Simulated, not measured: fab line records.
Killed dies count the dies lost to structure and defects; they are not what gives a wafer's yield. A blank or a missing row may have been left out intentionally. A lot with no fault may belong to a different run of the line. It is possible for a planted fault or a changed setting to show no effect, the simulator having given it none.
Comparing a struck lot with a sound one -- flow rit-cmos -- 27 out of 202 route steps
Sound: wafers L284.2, L284.3, L284.4. Struck: wafer L291.3 (L291.2, L291.5, from the same lot, were not struck and are left out); the cause is given at the end.
Each step with rows lists, per side, the tool, then ch with its chambers, then its first start. Under that, the readings that differ: sound wafers -- struck wafers -- difference of the means -- sigmas: that difference in standard deviations of wafers without a fault.
alike: words and numbers the same on both sides, and readings whose means are apart by under 2 such deviations; not compared: readings that were withheld, readings missing a value for some wafer, numbers with overlapping values and no deviation given by the record, and bounds like >300 which may hide the same value.
The two part at a step that has a row with sigmas, a row that says differs or no value, or rows on one side only. Numbers that have no deviation but don't overlap get no sigmas and don't part them. A reading missing from all wafers of one side parts the sides only when that side holds two or more wafers.

first, 4 steps without rows for these wafers: RIT_CONTACT_SOFTBAKE_04 (time 60 s); RIT_CONTACT_EXPOSE_05 (exposes mask M11, target cd 1000 nm); RIT_CONTACT_PEB_06; RIT_CONTACT_DEVELOP_07 (develop time 120 s).
RIT_CONTACT_CD_MEAS_08 targets a cd of 1000 nm.
  sound on cd-sem-02 at day 3 10:14; struck on cd-sem-01 at day 4 16:13
  alike: cd-nm
RIT_CONTACT_OVL_MEAS_09:
  sound on overlay-02 at day 3 10:20; struck on overlay-01 at day 4 16:19
  alike: CONTACT_OVL
then, 1 step without rows for these wafers: RIT_CONTACT_HARDBAKE_10 (time 60 s).
RIT_CONTACT_ETCH_11: etches SiO2 in CHF3/CF4/Ar, stops on TiSi2, target depth 480 nm, time 320 s.
  sound on rie-diel-02 ch 1,2,3, day 3 10:31; struck on rie-diel-01 ch 1, day 4 16:30
  alike: drypump-motor-current-A, oes-product-au, throttle-valve-pct
  not compared: rf-hours-counter-h
RIT_CONTACT_STRIP_12: strips in O2, time 180 s.
  sound on plasma-asher-02 ch 0,1, day 3 10:43; struck on plasma-asher-04 ch 1, day 4 16:41
  alike: drypump-motor-current-A
  not compared: rf-hours-counter-h
RIT_CONTACT_CD_MEAS_90 targets a cd of 1000 nm.
  sound on cd-sem-02 at day 3 10:55; struck on cd-sem-01 at day 4 16:53
  alike: cd-nm
then, 2 steps without rows for these wafers: RIT_CONTACT_CLEAN_13 (cleans in SC1, time 600 s); RIT_CONTACT_CLEAN_14 (cleans in SC2, time 600 s).
RIT_M1_SPUTTER_00: material Al, target thk 400 nm, time 500 s.
  sound on pvd-sputter-03 at day 3 11:22; struck on pvd-sputter-04 at day 4 17:20
reading,sound,struck,difference,sigmas
model.Al_of_M1_SPUTTER_00.thk-nm (nm),401.4 403.1 402.8,448.9,+46.5,
  alike: throttle-valve-pct
RIT_M1_RS_MEAS_01: measurement is done with a four-point probe.
  sound on film-metro-01 at day 3 11:40; struck on film-metro-02 at day 4 17:39
reading,sound,struck,difference,sigmas
M1_AL_RS (ohm/sq),0.0732 0.0727 0.0729,0.0652,-0.0077,-9
RIT_M1_THK_MEAS_02: measures by xrf.
  sound on film-metro-01 at day 3 11:47; struck on film-metro-02 at day 4 17:46
reading,sound,struck,difference,sigmas
M1_AL_THK (nm),396 398 397,443,+46,+10
then, 6 steps without rows for these wafers: RIT_M1_HMDS_03 (prime time 60 s); RIT_M1_COAT_04 (resist thk 1300 nm); RIT_M1_SOFTBAKE_05 (time 60 s); RIT_M1_EXPOSE_06 (exposes mask M12, target cd 2600 nm); RIT_M1_PEB_07; RIT_M1_DEVELOP_08 (develop time 68 s).
RIT_M1_CD_MEAS_09 targets a cd of 2600 nm.
  sound on cd-sem-01 at day 3 12:52; struck on cd-sem-01 at day 4 18:43
  alike: cd-nm
RIT_M1_OVL_MEAS_10:
  sound on overlay-01 at day 3 12:58; struck on overlay-01 at day 4 18:49
  alike: M1_OVL
then, 1 step without rows for these wafers: RIT_M1_HARDBAKE_11 (time 120 s).
RIT_M1_METAL_ETCH_12: etches Al in Cl2/BCl3, stops on SiO2, time 165 s, target depth 600 nm.
  sound on rie-metal-04 ch 0,1, day 3 13:15; struck on rie-metal-03 ch 0, day 4 19:06
reading,sound,struck,difference,sigmas
oes-product-au (a.u.),0.792 0.784 0.797,0.837,+0.046,+4
  alike: drypump-motor-current-A, throttle-valve-pct
  not compared: rf-hours-counter-h
then, 1 step without rows for these wafers: RIT_M1_STRIP_13 (strips in nmp, time 600 s).
RIT_M1_PROBE_99:
  sound on prober-01 at day 3 15:34; struck on prober-02 at day 4 21:28
reading,sound,struck,difference,sigmas
defect-limited-yield (%),96.2 96.2 95.8,99.2,+3.1,+3
killed-at-front-end,10 10 11,2,-8,-3
killed-dies,10 10 11,2,-8,-3
killed-open,5 5 7,1,-5,-2
killed-short,5 5 4,1,-4,-2
sort_bin_6_memory (%),1.1 1.9 1.9,0,-2,-3
sort-n-pass,254.0 254.0 253.0,262.0,+8.3,+3
sort-yield-pct (%),96.2 96.2 95.8,99.2,+3.1,+3
model.etest.m1.rs-ohm-sq,0.07187 0.07188 0.07224,0.06406,-0.00794,
  alike: killed-at-contacts, sort_bin_3_pad_short, sort_bin_5_function

## WHERE THEY PART
At RIT_M1_RS_MEAS_01 first; at RIT_M1_PROBE_99 last (within this record only).

WHY: the cause the simulator had injected
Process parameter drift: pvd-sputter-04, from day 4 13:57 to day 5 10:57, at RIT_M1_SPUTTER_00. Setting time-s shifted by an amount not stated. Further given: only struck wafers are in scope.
